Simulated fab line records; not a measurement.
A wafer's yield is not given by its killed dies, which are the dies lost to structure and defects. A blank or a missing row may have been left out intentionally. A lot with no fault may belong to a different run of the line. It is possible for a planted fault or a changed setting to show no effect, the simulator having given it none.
Split-lot study :: flow berkeley cmos170 :: 5 lots, 23 wafers read, on a route of 331 steps

== THE SPLIT ==
At UCB170_ACTIVE_COAT_08 (resist thk 900 nm), the setting resist thk nm was moved away from the recipe's 900 nm on 9 of the 23 wafers read, by -5.3% to +2.9%. All remaining wafers had this setting at the recipe value.

== FROM THE SPLIT TO THE READING: what the file shows between them, 2 steps ==
- UCB170_ACTIVE_SOFTBAKE_09: time 60 s
- UCB170_ACTIVE_EXPOSE_10: exposes mask ACTIVE, target cd 1200 nm

== THE READING ==
KrF_of_ACTIVE_COAT_08.thk nm (the simulator's own value, which no gauge read), in nm, at UCB170_ACTIVE_ETCH_15 (etches Si3N4 in CH3F/Ar/O2, stops on SiO2, target depth 242 nm, time 151 s). There is no usual value for it anywhere in the file. Average 721.7 nm, standard deviation 5.3 nm, over the 14 wafers here run with the recipe.

wafer: L074.1
tool, chamber at the split: litho track-04, 0
resist thk nm as run, nm: 852.4
against the recipe: -5.3%
KrF_of_ACTIVE_COAT_08.thk nm, nm: 667.4
against lot-mates on the recipe: -51.9

wafer: L074.2
tool, chamber at the split: litho track-04, 0
resist thk nm as run, nm: 852.4
against the recipe: -5.3%
KrF_of_ACTIVE_COAT_08.thk nm, nm: 666.8
against lot-mates on the recipe: -52.5

wafer: L074.3
tool, chamber at the split: litho track-04, 0
resist thk nm as run, nm: 852.4
against the recipe: -5.3%
KrF_of_ACTIVE_COAT_08.thk nm, nm: 673.7
against lot-mates on the recipe: -45.5

wafer: L074.4
tool, chamber at the split: litho track-04, 0
resist thk nm as run, nm: 900
against the recipe: recipe
KrF_of_ACTIVE_COAT_08.thk nm, nm: 721
against lot-mates on the recipe: -

wafer: L074.6
tool, chamber at the split: litho track-04, 0
resist thk nm as run, nm: 900
against the recipe: recipe
KrF_of_ACTIVE_COAT_08.thk nm, nm: 717.5
against lot-mates on the recipe: -

wafer: L075.1
tool, chamber at the split: litho track-04, 0
resist thk nm as run, nm: 900
against the recipe: recipe
KrF_of_ACTIVE_COAT_08.thk nm, nm: 720.2
against lot-mates on the recipe: -

wafer: L075.2
tool, chamber at the split: litho track-04, 0
resist thk nm as run, nm: 900
against the recipe: recipe
KrF_of_ACTIVE_COAT_08.thk nm, nm: 721.7
against lot-mates on the recipe: -

wafer: L075.3
tool, chamber at the split: litho track-04, 0
resist thk nm as run, nm: 858.6
against the recipe: -4.6%
KrF_of_ACTIVE_COAT_08.thk nm, nm: 678.3
against lot-mates on the recipe: -41.1

wafer: L075.4
tool, chamber at the split: litho track-04, 0
resist thk nm as run, nm: 858.6
against the recipe: -4.6%
KrF_of_ACTIVE_COAT_08.thk nm, nm: 679
against lot-mates on the recipe: -40.4

wafer: L075.5
tool, chamber at the split: litho track-04, 0
resist thk nm as run, nm: 900
against the recipe: recipe
KrF_of_ACTIVE_COAT_08.thk nm, nm: 716.3
against lot-mates on the recipe: -

wafer: L077.1
tool, chamber at the split: litho track-01, 0
resist thk nm as run, nm: 900
against the recipe: recipe
KrF_of_ACTIVE_COAT_08.thk nm, nm: 728.1
against lot-mates on the recipe: -

wafer: L077.2
tool, chamber at the split: litho track-01, 0
resist thk nm as run, nm: 900
against the recipe: recipe
KrF_of_ACTIVE_COAT_08.thk nm, nm: 720.1
against lot-mates on the recipe: -

wafer: L077.4
tool, chamber at the split: litho track-01, 0
resist thk nm as run, nm: 877.9
against the recipe: -2.5%
KrF_of_ACTIVE_COAT_08.thk nm, nm: 710.7
against lot-mates on the recipe: -16.9

wafer: L077.5
tool, chamber at the split: litho track-01, 0
resist thk nm as run, nm: 877.9
against the recipe: -2.5%
KrF_of_ACTIVE_COAT_08.thk nm, nm: 704.2
against lot-mates on the recipe: -23.4

wafer: L077.6
tool, chamber at the split: litho track-01, 0
resist thk nm as run, nm: 900
against the recipe: recipe
KrF_of_ACTIVE_COAT_08.thk nm, nm: 734.6
against lot-mates on the recipe: -

wafer: L082.1
tool, chamber at the split: litho track-01, 0
resist thk nm as run, nm: 900
against the recipe: recipe
KrF_of_ACTIVE_COAT_08.thk nm, nm: 722.7
against lot-mates on the recipe: -

wafer: L082.2
tool, chamber at the split: litho track-01, 0
resist thk nm as run, nm: 926.5
against the recipe: +2.9%
KrF_of_ACTIVE_COAT_08.thk nm, nm: 753.6
against lot-mates on the recipe: +29.0

wafer: L082.4
tool, chamber at the split: litho track-01, 0
resist thk nm as run, nm: 926.5
against the recipe: +2.9%
KrF_of_ACTIVE_COAT_08.thk nm, nm: 747.5
against lot-mates on the recipe: +22.9

wafer: L082.5
tool, chamber at the split: litho track-01, 0
resist thk nm as run, nm: 900
against the recipe: recipe
KrF_of_ACTIVE_COAT_08.thk nm, nm: 726.5
against lot-mates on the recipe: -

wafer: L082.6
tool, chamber at the split: litho track-01, 0
resist thk nm as run, nm: 900
against the recipe: recipe
KrF_of_ACTIVE_COAT_08.thk nm, nm: 724.6
against lot-mates on the recipe: -

wafer: L083.1
tool, chamber at the split: litho track-04, 0
resist thk nm as run, nm: 900
against the recipe: recipe
KrF_of_ACTIVE_COAT_08.thk nm, nm: 713.8
against lot-mates on the recipe: -

wafer: L083.2
tool, chamber at the split: litho track-04, 0
resist thk nm as run, nm: 900
against the recipe: recipe
KrF_of_ACTIVE_COAT_08.thk nm, nm: 720.6
against lot-mates on the recipe: -

wafer: L083.5
tool, chamber at the split: litho track-04, 0
resist thk nm as run, nm: 900
against the recipe: recipe
KrF_of_ACTIVE_COAT_08.thk nm, nm: 716.1
against lot-mates on the recipe: -

FIT RESULTS
A straight line over all 23 wafers: KrF_of_ACTIVE_COAT_08.thk nm changes by +9.53 nm for each +1% of resist thk nm; r = +0.97; the points scatter about the line by 5.5 nm.
The same after taking each lot's own level away (the mean of its wafers on the recipe; 23 wafers): +9.12 nm for each +1%; r = +0.99; scatter 3.5 nm.
On that fit, the largest move of resist thk nm shifts the reading by 48 nm.
From 716.83 to 727.60 nm: that is the span of the lots' own levels, equal to 2.0 times the standard deviation above.
The two slopes agree, so the slope changes little with the lot-to-lot level.
Check: for one of the wafers moved furthest among these (-5.3%), held out of the fit, the line's prediction against its lot-mates is -47.4 nm. Against them it came out at -51.9 nm.

== OTHER SPLITS ON THESE WAFERS ==
These wafers also went through other splits before the reading. Each is held against what the fit with the lots' levels taken away leaves over:
other split on the same wafers: UCB170_START_OXIDATION_02 ox time s
wafers away from the commonest value: 15
r with KrF_of_ACTIVE_COAT_08.thk nm (lot level and that fit taken away): -0.09

other split on the same wafers: UCB170_NWELL_COAT_07 spin rpm
wafers away from the commonest value: 6
r with KrF_of_ACTIVE_COAT_08.thk nm (lot level and that fit taken away): +0.19

other split on the same wafers: UCB170_NWELL_DEVELOP_11 dev temp c
wafers away from the commonest value: 8
r with KrF_of_ACTIVE_COAT_08.thk nm (lot level and that fit taken away): +0.02

other split on the same wafers: UCB170_PWELL_CVD_05 pressure mtorr
wafers away from the commonest value: 10
r with KrF_of_ACTIVE_COAT_08.thk nm (lot level and that fit taken away): -0.04

other split on the same wafers: UCB170_PWELL_IMPLANT_15 energy kev
wafers away from the commonest value: 6
r with KrF_of_ACTIVE_COAT_08.thk nm (lot level and that fit taken away): -0.24

== THE WHOLE CHAIN: every reading that the file lists as answering this split, in the file's order ==
step: UCB170_ACTIVE_COAT_08
what it does: resist thk 900 nm
reading: KrF_of_ACTIVE_COAT_08.thk nm (the simulator's own value, which no gauge read)
change (the file's fit): +8.84 nm for each +1% of the setting
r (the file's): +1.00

step: UCB170_ACTIVE_ETCH_15
what it does: etches Si3N4 in CH3F/Ar/O2, stops on SiO2, target depth 242 nm, time 151 s
reading: KrF_of_ACTIVE_COAT_08.thk nm (the simulator's own value, which no gauge read)
change (the file's fit): +9.05 nm for each +1% of the setting
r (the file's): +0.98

step: UCB170_ACTIVE_STRIP_16
what it does: strips in O2
reading: strip time to endpoint s
change (the file's fit): withheld for each +1% of the setting
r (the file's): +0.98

== THE FILE'S OWN FIT ==
KrF_of_ACTIVE_COAT_08.thk nm changes by +9.05 nm for each +1% of resist thk nm, r = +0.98.
